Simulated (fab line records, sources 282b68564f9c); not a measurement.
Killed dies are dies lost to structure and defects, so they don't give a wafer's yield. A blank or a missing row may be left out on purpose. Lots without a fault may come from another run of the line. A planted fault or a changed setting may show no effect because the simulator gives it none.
One fault seen from 2 desks | flow rit_cmos | each desk has only its own numbers; what lay behind them comes last

THE METROLOGY DESK
What the gauges read, lot by lot, whatever tool the lot ran on: means of the sampled wafers that have a number. A lot is out of limits, marked OUT, if its mean lies more than 4 standard deviations from the usual mean; the brackets give that distance.
Columns: A = SILICIDE_TI_RS at RIT_SILICIDE_RS_MEAS_02, usual 45.6 ohm/sq; B = SILICIDE_TI_THK at RIT_SILICIDE_THK_MEAS_03, usual 31.1 nm
lot  | first seen here | A              | B
L321 | day 3 07:02     | 45.3           | 31.3
L323 | day 3 14:01     | 45.6           | 31.2
L324 | day 4 01:29     | 45.2           | 31.1
L325 | day 4 07:27     | 46.1           | 30.6
L327 | day 4 14:43     | 45.7           | 30.9
L326 | day 4 14:58     | 45.7           | 30.8
L328 | day 4 22:28     | 44.9           | 31.2
L329 | day 5 05:56     | 45.2           | 31.4
L330 | day 5 08:38     | 45.9           | 30.9
L331 | day 5 12:18     | 46.0           | 30.9
L335 | day 6 05:43     | 35.7 (-17) OUT | 37.5 (+18) OUT
L336 | day 6 08:50     | 45.8           | 31.1
L337 | day 6 15:36     | 35.6 (-17) OUT | 37.5 (+18) OUT
L344 | day 8 14:04     | 45.0           | 31.5
This desk's finding: out of limits on L335, L337; first on L335, day 6 05:43 (SILICIDE_TI_RS at RIT_SILICIDE_RS_MEAS_02). In limits: L321, L323, L324, L325, L327, L326, L328, L329, L330, L331, L336, L344.

THE TOOL OWNER'S DESK: pvd_sputter-02
The tool's own readings at RIT_SILICIDE_SPUTTER_01 (material Ti, target thk 30 nm, time 240 s): means of the sampled wafers that have a number, for each lot that ran on this tool. A lot is out of limits, marked OUT, if its mean lies more than 4 standard deviations from the usual mean; the brackets give that distance.
Columns: A = throttle_valve_pct at RIT_SILICIDE_SPUTTER_01, usual 30.1 %
lot  | first seen here | A
L321 | day 3 06:51     | 29.9
L323 | day 3 13:49     | 29.8
L327 | day 4 14:33     | 30.0
L328 | day 4 22:17     | 30.7
L331 | day 5 12:09     | 29.9
L335 | day 6 05:34     | 30.0
L337 | day 6 15:26     | 30.4
This desk's finding: nothing out of limits on any of the 7 lots.

PUT TOGETHER
The metrology desk could have raised an alarm at day 6 05:43, on L335, L337.
The tool owner's desk saw nothing out of limits.
The tool owner's desk has L335, L337 on record, within its limits.
Of the lots named, all ran RIT_SILICIDE_SPUTTER_01 on pvd_sputter-02.

WHAT THE SIMULATOR HAD PUT IN
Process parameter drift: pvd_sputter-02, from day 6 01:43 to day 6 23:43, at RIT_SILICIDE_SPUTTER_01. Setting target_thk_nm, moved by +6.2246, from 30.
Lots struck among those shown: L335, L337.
Hours from the fault's start to each desk's first reading out of limits: the metrology desk, 4.
